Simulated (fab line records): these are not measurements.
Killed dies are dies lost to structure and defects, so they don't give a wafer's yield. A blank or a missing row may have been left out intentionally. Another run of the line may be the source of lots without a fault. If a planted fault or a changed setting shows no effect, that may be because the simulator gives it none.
Check of tool commonality || flow berkeley_cmos170 || Lots sampled 13, wafers sampled 39

## WHAT PROMPTED THE OPENING
Flagged at UCB170_CONTACT_CD_MEAS_15: reading cd_nm, on 1 of 13 lots. Fault-free wafers read 699.9 nm, with a standard deviation of 1.5.
Rule: a lot is flagged in two cases, either no wafer of it has a number, or all its wafers with numbers fall more than 4 standard deviations from that mean. The rest of the lots are taken to be sound.

{"lot": "L571", "measured": "day 7 22:26", "on": "cd_sem-02", "cd_nm (nm), wafer by wafer": "698.0 698.2 700.7", "flag": ""}
{"lot": "L572", "measured": "day 7 22:44", "on": "cd_sem-02", "cd_nm (nm), wafer by wafer": "701.4 701.8 701.5", "flag": ""}
{"lot": "L576", "measured": "day 8 11:53", "on": "cd_sem-02", "cd_nm (nm), wafer by wafer": "747.4 747.7 746.3", "flag": "FLAGGED"}
{"lot": "L582", "measured": "day 10 06:30", "on": "cd_sem-01", "cd_nm (nm), wafer by wafer": "700.3 701.3 701.3", "flag": ""}
{"lot": "L584", "measured": "day 10 07:13", "on": "cd_sem-02", "cd_nm (nm), wafer by wafer": "700.3 700.9 700.4", "flag": ""}
{"lot": "L585", "measured": "day 10 07:23", "on": "cd_sem-02", "cd_nm (nm), wafer by wafer": "700.3 701.1 701.4", "flag": ""}
{"lot": "L586", "measured": "day 10 18:08", "on": "cd_sem-02", "cd_nm (nm), wafer by wafer": "701.1 700.3 701.0", "flag": ""}
{"lot": "L587", "measured": "day 11 00:40", "on": "cd_sem-02", "cd_nm (nm), wafer by wafer": "699.8 700.0 699.3", "flag": ""}
{"lot": "L588", "measured": "day 11 06:47", "on": "cd_sem-01", "cd_nm (nm), wafer by wafer": "700.0 698.4 699.1", "flag": ""}
{"lot": "L589", "measured": "day 11 07:04", "on": "cd_sem-01", "cd_nm (nm), wafer by wafer": "700.0 701.0 701.5", "flag": ""}
{"lot": "L592", "measured": "day 12 00:38", "on": "cd_sem-01", "cd_nm (nm), wafer by wafer": "697.4 698.1 699.4", "flag": ""}
{"lot": "L591", "measured": "day 12 01:11", "on": "cd_sem-01", "cd_nm (nm), wafer by wafer": "699.6 700.3 701.4", "flag": ""}
{"lot": "L590", "measured": "day 12 02:59", "on": "cd_sem-01", "cd_nm (nm), wafer by wafer": "702.3 701.0 701.5", "flag": ""}
The numbers of the flagged lots are 747.1 nm on average: +47.2 nm against the usual, or +31 standard deviations.

## TOOL THAT RAN EACH LOT
The record keeps 1 process step preceding the reading, out of 331 steps on the route. In each cell: the tool, then ch and the chambers that the sampled wafers went through, then the start.
{"lot": "L571", "flag": "", "UCB170_CONTACT_EXPOSE_12": "krf_scanner-01 ch 0, day 7 22:01"}
{"lot": "L572", "flag": "", "UCB170_CONTACT_EXPOSE_12": "krf_scanner-02 ch 0, day 7 22:21"}
{"lot": "L576", "flag": "FLAGGED", "UCB170_CONTACT_EXPOSE_12": "krf_scanner-01 ch 0, day 8 11:26"}
{"lot": "L582", "flag": "", "UCB170_CONTACT_EXPOSE_12": "krf_scanner-01 ch 0, day 10 06:04"}
{"lot": "L584", "flag": "", "UCB170_CONTACT_EXPOSE_12": "krf_scanner-02 ch 0, day 10 06:20"}
{"lot": "L585", "flag": "", "UCB170_CONTACT_EXPOSE_12": "krf_scanner-01 ch 0, day 10 06:34"}
{"lot": "L586", "flag": "", "UCB170_CONTACT_EXPOSE_12": "krf_scanner-01 ch 0, day 10 17:35"}
{"lot": "L587", "flag": "", "UCB170_CONTACT_EXPOSE_12": "krf_scanner-01 ch 0, day 11 00:16"}
{"lot": "L588", "flag": "", "UCB170_CONTACT_EXPOSE_12": "krf_scanner-01 ch 0, day 11 05:51"}
{"lot": "L589", "flag": "", "UCB170_CONTACT_EXPOSE_12": "krf_scanner-01 ch 0, day 11 06:14"}
{"lot": "L592", "flag": "", "UCB170_CONTACT_EXPOSE_12": "krf_scanner-02 ch 0, day 12 00:05"}
{"lot": "L591", "flag": "", "UCB170_CONTACT_EXPOSE_12": "krf_scanner-01 ch 0, day 12 00:30"}
{"lot": "L590", "flag": "", "UCB170_CONTACT_EXPOSE_12": "krf_scanner-01 ch 0, day 12 02:20"}
What these steps do:
- UCB170_CONTACT_EXPOSE_12: exposes mask CONT, target cd 700 nm.
- UCB170_CONTACT_CD_MEAS_15: target cd 700 nm.

## FLAGGED OVER TOTAL, TOOL BY TOOL (the gauges that took the reading come last)
{"step": "UCB170_CONTACT_EXPOSE_12", "tool": "krf_scanner-01", "lots run": 10, "flagged": 1, "share of the flagged lots": "all", "sound lots run after its first flagged lot": "8 (L582,L585,L586,L587,L588,L589,L591,L590)"}
{"step": "UCB170_CONTACT_EXPOSE_12", "tool": "krf_scanner-02", "lots run": 3, "flagged": 0, "share of the flagged lots": "none", "sound lots run after its first flagged lot": "-"}
{"step": "UCB170_CONTACT_CD_MEAS_15", "tool": "cd_sem-01", "lots run": 6, "flagged": 0, "share of the flagged lots": "none", "sound lots run after its first flagged lot": "-"}
{"step": "UCB170_CONTACT_CD_MEAS_15", "tool": "cd_sem-02", "lots run": 7, "flagged": 1, "share of the flagged lots": "all", "sound lots run after its first flagged lot": "4 (L584,L585,L586,L587)"}

## WHAT THE TABLE PERMITS
krf_scanner-01 at UCB170_CONTACT_EXPOSE_12 and cd_sem-02 at UCB170_CONTACT_CD_MEAS_15 are the 2 rows of the table that ran each flagged lot.
- krf_scanner-01 at UCB170_CONTACT_EXPOSE_12: 1 of its 10 lots flagged. Sound lots followed the first flagged one (L582, L585, L586, L587, L588, L589, L591, L590) on it, something a lasting fault affecting the whole tool could not allow.
- cd_sem-02 at UCB170_CONTACT_CD_MEAS_15: 1 of its 7 lots flagged. Sound lots followed the first flagged one (L584, L585, L586, L587) on it, something a lasting fault affecting the whole tool could not allow.
None of the table's rows ran every flagged lot and, after the first, no sound lot.

## WHAT THE SIMULATOR HAD PUT IN
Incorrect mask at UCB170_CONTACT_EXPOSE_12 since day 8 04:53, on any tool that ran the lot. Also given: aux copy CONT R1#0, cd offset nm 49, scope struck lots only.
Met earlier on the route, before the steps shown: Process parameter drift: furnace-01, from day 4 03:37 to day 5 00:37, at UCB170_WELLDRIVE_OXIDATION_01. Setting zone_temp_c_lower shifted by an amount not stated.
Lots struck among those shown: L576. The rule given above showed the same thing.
